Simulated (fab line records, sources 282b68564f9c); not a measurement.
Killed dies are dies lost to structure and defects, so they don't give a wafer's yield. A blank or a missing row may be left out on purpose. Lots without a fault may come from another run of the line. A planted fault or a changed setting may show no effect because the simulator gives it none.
A struck lot beside a sound one | flow rit_cmos | 44 steps out of a route of 202
Sound: wafers L403.1, L403.3, L403.5. Struck: wafers L408.2, L408.3, L408.6. The cause comes at the end.
At each step with rows: each side's tool, then ch and its chambers, then its first start. Under that, the readings that differ: sound wafers | struck wafers | difference of the means | sigmas: that difference in standard deviations of wafers without a fault.
alike: readings whose means differ by less than 2 such deviations, and words and numbers that are the same on both sides. not compared: withheld readings, readings that some wafer has no value for, bounds like >300 that may hide the same value, and numbers for which the record gives no deviation and whose values overlap.
The two part at a step that has a row with sigmas, a row that says differs or no value, or rows on one side only. Numbers that don't overlap but have no deviation are shown without sigmas and don't part them. A reading that every wafer of one side lacks parts them only if that side has two wafers or more.

first, 4 steps without rows for these wafers: RIT_PLDD_SOFTBAKE_02 (time 60 s); RIT_PLDD_EXPOSE_03 (exposes mask M8, target cd 40900 nm); RIT_PLDD_PEB_04; RIT_PLDD_DEVELOP_05 (develop time 50 s).
RIT_PLDD_OVL_MEAS_06:
  sound on overlay-01, day 3 01:10; struck on overlay-01, day 4 01:37
  alike: PLDD_OVL
then, 2 steps without rows for these wafers: RIT_PLDD_HARDBAKE_07 (time 60 s); RIT_PLDD_IMPLANT_08.
RIT_PLDD_STRIP_09: strips in O2, time 180 s.
  sound on plasma_asher-02 ch 0,1, day 3 01:30; struck on plasma_asher-02 ch 1, day 4 01:57
  alike: drypump_motor_current_A
  not compared: rf_hours_counter_h
RIT_PLDD_TW_MEAS_10:
  sound on film_metro-02, day 3 01:40; struck on film_metro-02, day 4 02:08
  alike: PLDD_TW
then, 3 steps without rows for these wafers: RIT_SPACER_CLEAN_00 (cleans in SC1, time 600 s); RIT_SPACER_CLEAN_01 (cleans in dHF, time 30 s); RIT_SPACER_CLEAN_02 (cleans in SC2, time 600 s).
RIT_SPACER_CVD_03: deposits Si3N4 from SiH2Cl2/NH3, target thk 250 nm, time 3300 s.
  sound on lpcvd-02 ch 1, day 3 03:30; struck on lpcvd-01 ch 0, day 4 02:35
  reading                                  | sound             | struck            | difference | sigmas
  model.Si3N4_of_SPACER_CVD_03.thk_nm (nm) | 249.8 247.8 247.2 | 233.3 234.7 233.9 | -14.3      |
  alike: pressure_mtorr, susceptor_temp_C, zone_power_source_pct
RIT_SPACER_THK_MEAS_04:
  sound on film_metro-01, day 3 05:25; struck on film_metro-02, day 4 04:31
  reading                 | sound             | struck            | difference | sigmas
  SPACER_NITRIDE_THK (nm) | 249.8 247.9 247.4 | 233.2 234.5 233.8 | -14.5      | -6
RIT_SPACER_ETCHBACK_05: etches Si3N4 in SF6/CHF3, stops on SiO2, target depth 250 nm, time 240 s.
  sound on rie_diel-02 ch 0,1, day 3 05:28; struck on rie_diel-03 ch 2,3, day 4 04:34
  reading                  | sound             | struck            | difference | sigmas
  oes_product_au (a.u.)    | 0.839 0.863 0.856 | 0.778 0.794 0.791 | -0.065     | -4
  model.etch.depth_nm (nm) | 249.8 247.8 247.2 | 233.3 234.7 233.9 | -14.3      |
  alike: CHF3_flow_sccm, drypump_motor_current_A, rf_fwd_power_W, throttle_valve_pct
  not compared: rf_hours_counter_h
then, 6 steps without rows for these wafers: RIT_NSD_HMDS_00 (prime time 60 s); RIT_NSD_COAT_01 (resist thk 1000 nm); RIT_NSD_SOFTBAKE_02 (time 60 s); RIT_NSD_EXPOSE_03 (exposes mask M9, target cd 40700 nm); RIT_NSD_PEB_04; RIT_NSD_DEVELOP_05 (develop time 50 s).
RIT_NSD_OVL_MEAS_06:
  sound on overlay-01, day 3 06:36; struck on overlay-01, day 4 05:41
  alike: NSD_OVL
then, 2 steps without rows for these wafers: RIT_NSD_HARDBAKE_07 (time 60 s); RIT_NSD_IMPLANT_08.
RIT_NSD_STRIP_09: strips in O2, time 180 s.
  sound on plasma_asher-04 ch 0,1, day 3 06:56; struck on plasma_asher-01 ch 0,1, day 4 06:04
  alike: drypump_motor_current_A
  not compared: rf_hours_counter_h
RIT_NSD_TW_MEAS_10:
  sound on film_metro-04, day 3 07:07; struck on film_metro-03, day 4 06:14
  alike: NSD_TW
then, 6 steps without rows for these wafers: RIT_PSD_HMDS_00 (prime time 60 s); RIT_PSD_COAT_01 (resist thk 1000 nm); RIT_PSD_SOFTBAKE_02 (time 60 s); RIT_PSD_EXPOSE_03 (exposes mask M10, target cd 40900 nm); RIT_PSD_PEB_04; RIT_PSD_DEVELOP_05 (develop time 50 s).
RIT_PSD_OVL_MEAS_06:
  sound on overlay-02, day 3 08:01; struck on overlay-01, day 4 07:16
  alike: PSD_OVL
then, 2 steps without rows for these wafers: RIT_PSD_HARDBAKE_07 (time 60 s); RIT_PSD_IMPLANT_08.
RIT_PSD_STRIP_09: strips in O2, time 180 s.
  sound on plasma_asher-03 ch 0,1, day 3 08:21; struck on plasma_asher-01 ch 0,1, day 4 07:36
  alike: drypump_motor_current_A
  not compared: rf_hours_counter_h
RIT_PSD_TW_MEAS_10:
  sound on film_metro-03, day 3 08:32; struck on film_metro-02, day 4 07:47
  reading | sound          | struck         | difference | sigmas
  PSD_TW  | 3383 3376 3387 | 3507 3489 3483 | +111       | +2
then, 3 steps without rows for these wafers: RIT_SDANNEAL_CLEAN_00 (cleans in SC1, time 600 s); RIT_SDANNEAL_CLEAN_01 (cleans in dHF, time 30 s); RIT_SDANNEAL_CLEAN_02 (cleans in SC2, time 600 s).
RIT_SDANNEAL_RTA_03: time 5 s.
  sound on rtp_anneal-01 ch 0, day 3 08:58; struck on rtp_anneal-02 ch 0, day 4 08:14
  alike: wafer_temp_C_max
RIT_SDANNEAL_RS_MEAS_04: measures by four-point-probe.
  sound on film_metro-02, day 3 09:02; struck on film_metro-02, day 4 08:18
  reading         | sound             | struck            | difference | sigmas
  PSD_RS (ohm/sq) | 116.5 116.1 116.1 | 115.2 115.6 115.4 | -0.8       | -2
RIT_SILICIDE_WET_ETCH_00: etches SiO2 in BOE, target depth 14 nm, time 15 s.
  sound on wet_bench-01 ch 3, day 3 09:31; struck on wet_bench-02 ch 0, day 4 08:46
  reading                                  | sound             | struck          | difference | sigmas
  model.Si3N4_of_SPACER_CVD_03.thk_nm (nm) | 194.5 193.6 192.9 | 182.2 183 181.4 | -11.5      |
RIT_M1_PROBE_99:
  sound on prober-02, day 3 17:26; struck on prober-01, day 4 15:37
  reading                                | sound             | struck            | difference | sigmas
  model.etest.nwell_pinched.rs_ohm_sq    | 340 335.7 339.3   | 349.1 346.1 347.7 | +9.3       |
  model.etest.diode_nplus_comb.cj_ff_um2 | 2.665 2.665 2.652 | 2.692 2.699 2.706 | +0.038     |
  alike: killed_at_contacts, killed_at_front_end, killed_dies, killed_open, killed_short

WHERE THEY PART
First at RIT_SPACER_THK_MEAS_04; last, within this record, at RIT_SDANNEAL_RS_MEAS_04. Later steps at which nothing parts them and some readings are alike: RIT_M1_PROBE_99.

WHY: what the simulator had put in
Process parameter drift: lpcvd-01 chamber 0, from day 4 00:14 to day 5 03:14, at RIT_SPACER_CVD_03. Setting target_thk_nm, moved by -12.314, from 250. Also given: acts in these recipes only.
